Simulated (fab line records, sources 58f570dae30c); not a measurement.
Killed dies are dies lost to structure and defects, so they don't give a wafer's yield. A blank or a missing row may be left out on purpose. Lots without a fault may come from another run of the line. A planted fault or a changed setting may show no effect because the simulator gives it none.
Which tool did it? | flow berkeley_cmos170 | 14 lots, 42 wafers sampled, at 4 steps of a route of 331

WHAT THE GAUGES READ, wafer by wafer
UCB170_START_BOW_MEAS_00. Usual: INCOMING_BOW -1 um, standard deviation 6.7.
lot  | measured    | on            | INCOMING_BOW (um) | flag
L851 | day 1 10:00 | film_metro-03 | -8 1 6            |
L852 | day 1 15:00 | film_metro-03 | 12 -7 -2          |
L853 | day 1 20:01 | film_metro-01 | -5 3 0            |
L854 | day 2 01:01 | film_metro-01 | 8 -7 -4           |
L855 | day 2 06:00 | film_metro-02 | 11 -9 1           |
L858 | day 2 21:00 | film_metro-03 | 0 -5 1            |
L859 | day 3 02:02 | film_metro-03 | -6 -6 8           |
L861 | day 3 12:04 | film_metro-01 | 1 -2 1            |
L862 | day 3 17:01 | film_metro-01 | 6 -3 2            |
L863 | day 3 22:01 | film_metro-01 | -7 -1 -7          |
L866 | day 4 13:01 | film_metro-02 | -13 1 -1          |
L869 | day 5 04:01 | film_metro-01 | -1 5 -2           |
L872 | day 5 19:04 | film_metro-01 | -11 -10 0         |
L873 | day 6 00:00 | film_metro-02 | 11 6 -2           |

UCB170_V2_BOW_MEAS_03. Usual: V2_BOW 35 um, standard deviation 7.5.
lot  | measured     | on            | V2_BOW (um) | flag
L851 | day 8 17:37  | film_metro-04 | 27 34 39    |
L852 | day 8 18:38  | film_metro-04 | 55 36 43    |
L853 | day 8 18:25  | film_metro-01 | 28 36 35    |
L854 | day 9 07:02  | film_metro-01 | 48 33 36    |
L855 | day 9 19:28  | film_metro-01 | 44 24 34    |
L858 | day 9 20:47  | film_metro-01 | 36 31 38    |
L859 | day 10 08:40 | film_metro-04 | 27 28 41    |
L861 | day 10 19:04 | film_metro-04 | 36 32 35    |
L862 | day 10 17:37 | film_metro-02 | 38 28 33    |
L863 | day 10 19:20 | film_metro-02 | 31 37 32    |
L866 | day 11 09:08 | film_metro-02 | 21 34 33    |
L869 | day 11 15:02 | film_metro-04 | 36 42 35    |
L872 | day 12 14:28 | film_metro-01 | 21 21 31    |
L873 | day 13 06:56 | film_metro-04 | 50 44 38    |

UCB170_M3_RS_MEAS_02: measures by four-point-probe. Usual: M3_AL_RS 0.03206 ohm/sq, standard deviation 0.0003.
lot  | measured     | on            | M3_AL_RS (ohm/sq)       | flag
L851 | day 8 19:43  | film_metro-03 | 0.03253 0.03257 0.03284 |
L852 | day 8 20:50  | film_metro-02 | 0.03142 0.03158 0.03123 |
L853 | day 8 20:19  | film_metro-01 | 0.03232 0.03233 0.03203 |
L854 | day 9 09:32  | film_metro-02 | 0.03205 0.03164 0.03199 |
L855 | day 9 21:31  | film_metro-01 | 0.03178 0.03173 0.03187 |
L858 | day 9 23:13  | film_metro-01 | 0.0322 0.03249 0.03222  |
L859 | day 10 12:18 | film_metro-02 | 0.03154 0.03185 0.0317  |
L861 | day 10 21:17 | film_metro-02 | 0.03201 0.0319 0.03184  |
L862 | day 10 19:52 | film_metro-01 | 0.03237 0.03217 0.03239 |
L863 | day 10 21:40 | film_metro-02 | 0.03209 0.03206 0.03212 |
L866 | day 11 11:11 | film_metro-03 | 0.03169 0.03197 0.03175 |
L869 | day 11 17:37 | film_metro-03 | 0.03169 0.03202 0.03191 |
L872 | day 12 16:31 | film_metro-01 | 0.03236 0.03225 0.03239 |
L873 | day 13 08:56 | film_metro-02 | 0.03194 0.03191 0.03212 |

WHICH TOOL RAN EACH LOT (tool, then ch and the chambers of the sampled wafers, then the start)
lot  | UCB170_PLDD_HMDS_00
L851 | litho_track-02 ch 0, day 7 09:16
L852 | litho_track-04 ch 0, day 7 09:24
L853 | litho_track-03 ch 0, day 7 09:26
L854 | litho_track-03 ch 0, day 7 22:14
L855 | litho_track-04 ch 0, day 8 10:32
L858 | litho_track-03 ch 0, day 8 10:44
L859 | litho_track-03 ch 0, day 8 23:29
L861 | litho_track-03 ch 0, day 9 09:14
L862 | litho_track-02 ch 0, day 9 09:22
L863 | litho_track-04 ch 0, day 9 10:02
L866 | litho_track-03 ch 0, day 10 04:17
L869 | litho_track-03 ch 0, day 10 05:28
L872 | litho_track-02 ch 0, day 11 06:32
L873 | litho_track-04 ch 0, day 11 19:53
- UCB170_PLDD_HMDS_00: prime time 60 s.

WHAT THE TOOLS THEMSELVES READ (means of the sampled wafers that have a number; where no wafer has one, the mark that the record gives instead)
UCB170_PLDD_HMDS_00. Usual: prime_temp_c 100.02 C, standard deviation 0.12.
lot  | tool           | prime_temp_c (C) | flag
L851 | litho_track-02 | 99.83            |
L852 | litho_track-04 | 99.88            |
L853 | litho_track-03 | 100.08           |
L854 | litho_track-03 | 100.11           |
L855 | litho_track-04 | 100.08           |
L858 | litho_track-03 | 100.03           |
L859 | litho_track-03 | 100.07           |
L861 | litho_track-03 | 100.06           |
L862 | litho_track-02 | 100.14           |
L863 | litho_track-04 | 99.82            |
L866 | litho_track-03 | 93.87            | OFF
L869 | litho_track-03 | 93.89            | OFF
L872 | litho_track-02 | 100.07           |
L873 | litho_track-04 | 100.09           |

THE ANSWER, worked out from the rows above alone
Rule: a lot is off if the mean of its wafers that have a number lies more than 3 standard deviations from the usual mean. A lot without any number at a reading at which 4 lots or more have one is off too. The other lots that the step has rows for count as sound. The gauges are gone through in route order, then the tools' own readings, and for those a lot's mean is taken as printed above. The first step at which some lot is off is used, and at that step the reading that is off furthest; a lot without a number counts as furthest.
Off: L866, L869, at UCB170_PLDD_HMDS_00 (prime_temp_c).
A tool fits if, at that step or a process step before it, it ran every lot that is off, and no sound lot after the first of them. One fits: litho_track-03 at UCB170_PLDD_HMDS_00. Its last sound lot is L861 (day 9 09:14), its first lot that is off L866 (day 10 04:17): a fault that began between those two fits.
The tool's own readings at UCB170_PLDD_HMDS_00 bear it out: on the lots that are off they differ by more than 5 times the standard deviation of the sound lots' means. prime_temp_c reads 93.88 C there against 100.02 C on the sound lots.

WHAT THE SIMULATOR HAD PUT IN
Process parameter drift: litho_track-03, from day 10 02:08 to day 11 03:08, at UCB170_PLDD_HMDS_00. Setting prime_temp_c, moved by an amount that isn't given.
Lots struck among those shown: L866, L869. The rule above found the same.
